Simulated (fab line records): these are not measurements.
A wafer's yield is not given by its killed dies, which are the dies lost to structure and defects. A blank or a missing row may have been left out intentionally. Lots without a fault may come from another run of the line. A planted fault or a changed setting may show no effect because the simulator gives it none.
What tool caused it? | flow berkeley cmos170 | 14 lots, 42 wafers sampled, at 1 step of a route of 331

## WHAT THE GAUGES READ, wafer by wafer
Not one reading of a measure or inspect step in the record can be checked against a usual standard deviation.

## TOOL THAT RAN EACH LOT (tool first, then ch and the chambers of the sampled wafers, then the start)
lot  | UCB170_FIELD_OXIDATION_01
L329 | furnace-01 ch 0, day 4 18:34
L330 | furnace-01 ch 0, day 4 18:34
L331 | furnace-01 ch 0, day 4 18:34
L332 | furnace-04 ch 0, day 5 12:32
L333 | furnace-04 ch 0, day 5 22:18
L334 | furnace-01 ch 0, day 6 01:14
L335 | furnace-01 ch 0, day 6 01:14
L336 | furnace-01 ch 0, day 6 01:14
L337 | furnace-01 ch 0, day 6 11:01
L342 | furnace-04 ch 0, day 7 01:22
L344 | furnace-01 ch 0, day 7 17:47
L348 | furnace-04 ch 0, day 8 13:30
L349 | furnace-04 ch 0, day 8 17:45
L350 | furnace-04 ch 0, day 8 17:45
- UCB170_FIELD_OXIDATION_01: target thk 558.3 nm, ox time 7200 s.

## AS READ BY THE TOOLS THEMSELVES (means over the sampled wafers that have a number; for cases with no such wafer, the mark the record gives instead)
UCB170_FIELD_OXIDATION_01. Usual: spike tc centre C 1002.9 C, standard deviation 1.2; spike tc source C 1021.2 C, standard deviation 1.7; tube center temp C 1000.0 C, standard deviation 0.1; tube_center_temp_C_max 1002.5, standard deviation 0.4; zone power centre pct 46 %, standard deviation 6.
lot  | tool       | spike tc centre C (C) | spike tc source C (C) | tube center temp C (C) | tube_center_temp_C_max | zone power centre pct (%) | flag
L329 | furnace-01 | 1002.2                | 1021.1                | 1000.0                 | 1002.6                 | 52                        |
L330 | furnace-01 | 1002.3                | 1019.9                | 1000.1                 | 1002.9                 | 52                        |
L331 | furnace-01 | 1001.9                | 1019.0                | 1000.0                 | 1002.8                 | 52                        |
L332 | furnace-04 | 1004.8                | 1023.2                | 999.9                  | 1002.3                 | 39                        |
L333 | furnace-04 | 1003.0                | 1022.3                | 1000.0                 | 1002.9                 | 40                        |
L334 | furnace-01 | 1002.5                | 1019.0                | 1000.1                 | 1002.6                 | 51                        |
L335 | furnace-01 | 1001.6                | 1018.6                | 1000.0                 | 1002.1                 | 52                        |
L336 | furnace-01 | 1002.4                | 1019.7                | 1000.0                 | 1002.6                 | 51                        |
L337 | furnace-01 | 1007.8                | 1025.8                | 1006.2                 | 1008.3                 | 52                        | OFF
L342 | furnace-04 | 1003.4                | 1022.3                | 1000.0                 | 1002.4                 | 40                        |
L344 | furnace-01 | 1008.4                | 1025.2                | 1006.2                 | 1008.8                 | 52                        | OFF
L348 | furnace-04 | 1003.2                | 1021.9                | 1000.2                 | 1003.0                 | 40                        |
L349 | furnace-04 | 1004.0                | 1022.1                | 1000.0                 | 1002.1                 | 40                        |
L350 | furnace-04 | 1003.1                | 1023.4                | 1000.1                 | 1002.7                 | 40                        |

## THE ANSWER, worked out from the rows above alone
Rule: a lot is off if the mean of its wafers that have a number lies more than 3 standard deviations from the usual mean. Also off: a lot with no number at a reading for which 4 or more lots have one. Where the step has rows for the other lots, those lots are counted as sound. After the gauges, taken in route order, come the tools' own readings; for these a lot's mean is taken, as printed above. At the first step where some lot is off, the reading lying furthest off is the one used; lots without a number count as furthest.
Off, at UCB170_FIELD_OXIDATION_01 on tube center temp C: L337, L344.
A tool fits if, at that step or a process step before it, it ran every lot that is off, and no sound lot after the first of them. One fits: furnace-01 at UCB170_FIELD_OXIDATION_01. A fault onset in the window from L334 (day 6 01:14, its last sound lot) to L337 (day 6 11:01, its first lot off) fits.
The tool's own readings at UCB170_FIELD_OXIDATION_01 bear it out: on the lots that are off they differ by more than 5 times the standard deviation of the sound lots' means. spike tc centre C reads 1008.1 C there against 1002.9 C on the sound lots; tube center temp C reads 1006.2 C there against 1000.0 C on the sound lots; tube_center_temp_C_max reads 1008.5 there against 1002.6 on the sound lots.

## WHAT HAD BEEN PUT IN BY THE SIMULATOR
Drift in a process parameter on furnace-01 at UCB170_FIELD_OXIDATION_01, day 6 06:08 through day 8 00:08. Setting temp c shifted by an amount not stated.
Lots struck among those shown: L337, L344. The same result came from the rule above.
